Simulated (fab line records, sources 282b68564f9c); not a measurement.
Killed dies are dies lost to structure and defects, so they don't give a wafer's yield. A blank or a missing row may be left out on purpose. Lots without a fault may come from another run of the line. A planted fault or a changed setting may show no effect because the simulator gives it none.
Split-lot experiment | flow rit_cmos | 5 lots, 23 wafers read, on a route of 202 steps

THE SPLIT
At RIT_GATE_EXPOSE_13 (exposes mask M6, target cd 150 nm), the setting dose_mj was moved away from the recipe's 380 on 7 of the 23 wafers read, by -6.3% to +3.9%. The other wafers ran this setting at the recipe's value.

FROM THE SPLIT TO THE READING: what the file shows between them, 6 steps
- RIT_GATE_PEB_14
- RIT_GATE_DEVELOP_15: develop time 50 s
- RIT_GATE_CD_MEAS_16: target cd 150 nm
- RIT_GATE_HARDBAKE_18: time 60 s
- RIT_GATE_ETCH_19: etches poly-Si in SF6/CHF3/O2, stops on SiO2, time 165 s, target depth 312.5 nm
- RIT_GATE_STRIP_20: strips in O2, time 180 s

THE READING
cd_nm, in nm, at RIT_GATE_CD_MEAS_90 (target cd 150 nm). Fault-free wafers of this fab line usually give 150.2 nm, standard deviation 2.7 nm.

wafer  | tool, chamber at the split | dose_mj as run | against the recipe | cd_nm, nm | against lot-mates on the recipe
L075.1 | iline_stepper-01, 0        | 356            | -6.3%              | 189.1     | +34.9
L075.2 | iline_stepper-01, 0        | 380            | recipe             | 154.2     | -
L075.3 | iline_stepper-01, 0        | 380            | recipe             | 156.7     | -
L075.5 | iline_stepper-01, 0        | 356            | -6.3%              | 190.9     | +36.7
L075.6 | iline_stepper-01, 0        | 380            | recipe             | 151.6     | -
L078.1 | iline_stepper-01, 0        | 380            | recipe             | 148.0     | -
L078.2 | iline_stepper-01, 0        | 380            | recipe             | 149.4     | -
L078.4 | iline_stepper-01, 0        | 380            | recipe             | 150.2     | -
L078.5 | iline_stepper-01, 0        | 380            | recipe             | 151.0     | -
L078.6 | iline_stepper-01, 0        | 380            | recipe             | 148.6     | -
L081.2 | iline_stepper-02, 0        | 388.7          | +2.3%              | 139.3     | -12.6
L081.3 | iline_stepper-02, 0        | 380            | recipe             | 151.1     | -
L081.4 | iline_stepper-02, 0        | 388.7          | +2.3%              | 141.0     | -10.9
L081.5 | iline_stepper-02, 0        | 388.7          | +2.3%              | 138.5     | -13.4
L081.6 | iline_stepper-02, 0        | 380            | recipe             | 152.8     | -
L084.2 | iline_stepper-02, 0        | 380            | recipe             | 153.9     | -
L084.3 | iline_stepper-02, 0        | 380            | recipe             | 153.2     | -
L084.5 | iline_stepper-02, 0        | 380            | recipe             | 154.1     | -
L085.1 | iline_stepper-01, 0        | 394.9          | +3.9%              | 131.2     | -20.7
L085.2 | iline_stepper-01, 0        | 380            | recipe             | 151.8     | -
L085.3 | iline_stepper-01, 0        | 394.9          | +3.9%              | 128.9     | -23.0
L085.5 | iline_stepper-01, 0        | 380            | recipe             | 152.2     | -
L085.6 | iline_stepper-01, 0        | 380            | recipe             | 151.6     | -

THE FIT
A straight line over all 23 wafers: cd_nm changes by -5.84 nm for each +1% of dose_mj; r = -0.99; the points scatter about the line by 2.1 nm.
The same after taking each lot's own level away (the mean of its wafers on the recipe; 23 wafers): -5.61 nm for each +1%; r = -1.00; scatter 1.2 nm.
On that fit, the largest move of dose_mj shifts the reading by 35 nm.
The lots' own levels span 149.44 to 154.17 nm, that is 1.8 times the standard deviation above.
So the lot-to-lot level changes the slope little: the two slopes agree.
Check: with one of the wafers moved furthest among these (-6.3%) left out of the fit, the line predicts +35.9 nm for it against its lot-mates. It came out at +34.9 nm against them.

OTHER SPLITS ON THESE WAFERS
These wafers also went through other splits before the reading. Each is held against what the fit with the lots' levels taken away leaves over:
other split on the same wafers   | wafers away from the commonest value | r with cd_nm (lot level and that fit taken away)
RIT_ACTIVE_COAT_06 spin_rpm      | 3                                    | +0.40
RIT_ACTIVE_SOFTBAKE_07 temp_c    | 8                                    | -0.04
RIT_FOX1_OXIDATION_00 temp_c     | 10                                   | +0.04
RIT_PWELL_SOFTBAKE_02 temp_c     | 9                                    | -0.07
RIT_PWELL_IMPLANT_08 energy_kev  | 9                                    | +0.51
RIT_PRETRO_COAT_01 spin_rpm      | 10                                   | +0.06
RIT_PRETRO_IMPLANT_08 energy_kev | 10                                   | +0.18

THE WHOLE CHAIN: every reading that the file lists as answering this split, in the file's order
step                | what it does                                                                    | reading                                                                        | change (the file's fit)              | r (the file's)
RIT_GATE_CD_MEAS_16 | target cd 150 nm                                                                | cd_nm                                                                          | -5.68 nm for each +1% of the setting | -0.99
RIT_GATE_ETCH_19    | etches poly-Si in SF6/CHF3/O2, stops on SiO2, time 165 s, target depth 312.5 nm | GATE.cd_nm (the simulator's own value, which no gauge read)                    | -5.62 nm for each +1% of the setting | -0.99
RIT_GATE_CD_MEAS_90 | target cd 150 nm                                                                | cd_nm                                                                          | -5.62 nm for each +1% of the setting | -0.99
RIT_M1_PROBE_99     |                                                                                 | etest.nmos_0p15.drive_ua_um (the simulator's own value, which no gauge read)   | +19.2 for each +1% of the setting    | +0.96
RIT_M1_PROBE_99     |                                                                                 | etest.pmos_0p15.drive_ua_um (the simulator's own value, which no gauge read)   | +12.3 for each +1% of the setting    | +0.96
RIT_M1_PROBE_99     |                                                                                 | etest.npoly_line.line_ohm_um (the simulator's own value, which no gauge read)  | +8.73 for each +1% of the setting    | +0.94
RIT_M1_PROBE_99     |                                                                                 | etest.ppoly_line.line_ohm_um (the simulator's own value, which no gauge read)  | +8.24 for each +1% of the setting    | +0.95
RIT_M1_PROBE_99     |                                                                                 | etest.nmos_turned.drive_ua_um (the simulator's own value, which no gauge read) | +7.79 for each +1% of the setting    | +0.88

THE FILE'S OWN FIT
cd_nm changes by -5.62 nm for each +1% of dose_mj, r = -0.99.
